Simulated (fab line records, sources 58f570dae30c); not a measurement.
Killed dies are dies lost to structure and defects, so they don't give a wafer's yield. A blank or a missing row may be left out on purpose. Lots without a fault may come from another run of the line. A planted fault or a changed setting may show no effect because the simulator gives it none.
Which tool did it? | flow berkeley_cmos170 | 7 lots, 21 wafers sampled, at 3 steps of a route of 331

WHAT THE GAUGES READ, wafer by wafer
UCB170_M1_CD_MEAS_90: target cd 700 nm.
lot  | measured     | on        | cd_nm (nm)
L693 | day 8 16:40  | cd_sem-02 | 698.6 699.0 699.0
L697 | day 9 09:43  | cd_sem-02 | 699.9 699.0 700.6
L701 | day 10 12:03 | cd_sem-01 | 694.5 694.9 698.2
L708 | day 12 08:50 | cd_sem-01 | 702.8 701.7 703.9
L709 | day 12 14:10 | cd_sem-01 | - - -
L713 | day 13 07:05 | cd_sem-01 | 702.6 700.5 701.4
L714 | day 13 23:52 | cd_sem-02 | 699.8 700.4 700.3

WHICH TOOL RAN EACH LOT (tool, then ch and the chambers of the sampled wafers, then the start)
lot  | UCB170_M1_ETCH_11                  | UCB170_M1_METAL_ETCH_12
L693 | rie_diel-02 ch 0,3, day 8 16:22    | rie_metal-04 ch 0, day 8 16:25
L697 | rie_diel-03 ch 1,2,3, day 9 09:26  | rie_metal-02 ch 0,1, day 9 09:29
L701 | rie_diel-02 ch 1,2,3, day 10 11:46 | rie_metal-04 ch 0,1, day 10 11:48
L708 | rie_diel-01 ch 0,3, day 12 08:30   | rie_metal-03 ch 0,1, day 12 08:35
L709 | rie_diel-01 ch 0,1, day 12 13:53   | rie_metal-04 ch 0,1, day 12 13:56
L713 | rie_diel-02 ch 1,2,3, day 13 06:43 | rie_metal-02 ch 0,1, day 13 06:48
L714 | rie_diel-02 ch 0,3, day 13 23:33   | rie_metal-03 ch 0,1, day 13 23:38
- UCB170_M1_ETCH_11: etches BARC in N2/H2.
- UCB170_M1_METAL_ETCH_12: etches Al in Cl2/BCl3, stops on PSG, target depth 780 nm, time 130 s.

THE ANSWER, worked out from the rows above alone
Rule: what is usual is taken from the lots themselves. Put in order of their means at a reading, lots are off if they are a third of the lots or fewer, leave a main group of 4 or more, and stand apart from it by a gap of 3 or more times the standard deviation of the main group's means; of several such gaps the widest counts. A main group whose means are all the same, to the digits that the tables above print for the reading, isn't used. A lot without any number at a reading at which 4 lots or more have one is off too. The other lots that the step has rows for count as sound.
Off: L709, at UCB170_M1_CD_MEAS_90 (cd_nm). Without a number there: L709. The main group: mean 699.8 nm, standard deviation 2.2.
A tool fits if, at a process step before that reading, it ran every lot that is off, and no sound lot after the first of them. The gauges at UCB170_M1_CD_MEAS_90 are tried like those tools. Can't be told from this: 2 tools fit, rie_diel-01 at UCB170_M1_ETCH_11, rie_metal-04 at UCB170_M1_METAL_ETCH_12.

WHAT THE SIMULATOR HAD PUT IN
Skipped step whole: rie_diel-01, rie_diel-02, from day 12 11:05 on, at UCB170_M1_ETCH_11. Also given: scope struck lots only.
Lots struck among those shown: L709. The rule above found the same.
